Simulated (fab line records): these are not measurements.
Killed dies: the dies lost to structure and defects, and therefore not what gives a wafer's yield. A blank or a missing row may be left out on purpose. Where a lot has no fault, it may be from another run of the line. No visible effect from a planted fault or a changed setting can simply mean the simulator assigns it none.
Chamber matching -- flow ritCmos -- RIT_GATE_ETCH_19 on rieSi-02: 4 sister chambers
The step etches poly-Si in SF6/CHF3/O2, stops on SiO2, time 165 s, target depth 312.5 nm. 8 wafers are shown with their chamber, then 7 later ones without.

== WAFERS PAIRED WITH THEIR CHAMBERS ==
wafer,chamber,drypumpMotorCurrentA (A),throttleValvePct (%)
L408.5,3,6.4,10.24
L410.5,1,5.9,10.20
L412.2,0,5.2,10.45
L422.2,3,6.4,10.26
L422.3,0,5.3,10.46
L422.4,2,6.2,10.10
L424.2,1,5.9,10.19
L424.3,2,6.2,10.10

== WAFERS WHOSE CHAMBER IS MISSING ==
wafer,drypumpMotorCurrentA (A),throttleValvePct (%)
L424.6,6.2,10.09
L428.2,5.3,10.46
L428.4,6.4,10.23
L428.5,6.0,10.19
L430.1,6.2,10.09
L430.2,6.4,10.26
L430.3,6.0,10.19

== CHAMBER TAKEN BY EACH ==
wafer,from the rows above,in truth
L424.6,2,2
L428.2,0,0
L428.4,3,3
L428.5,1,1
L430.1,2,2
L430.2,3,3
L430.3,1,1
Placed correctly: 7 of 7. Not placeable from these rows: 0. 0 placed wrongly.
How it was worked out, from the rows above alone: a wafer's distance from a chamber is the root of the sum, over the readings, of the square of ((its reading less the chamber's mean) divided by the reading's scatter). The wafer belongs to the nearest chamber; if the next one is less than 2 further off, it can't be placed. The mean given for a chamber averages the wafers shown for that chamber. The scatter is the square root of a quotient: the sum, over the shown wafers, of each reading's squared deviation from its chamber's mean, divided by wafers minus chambers.
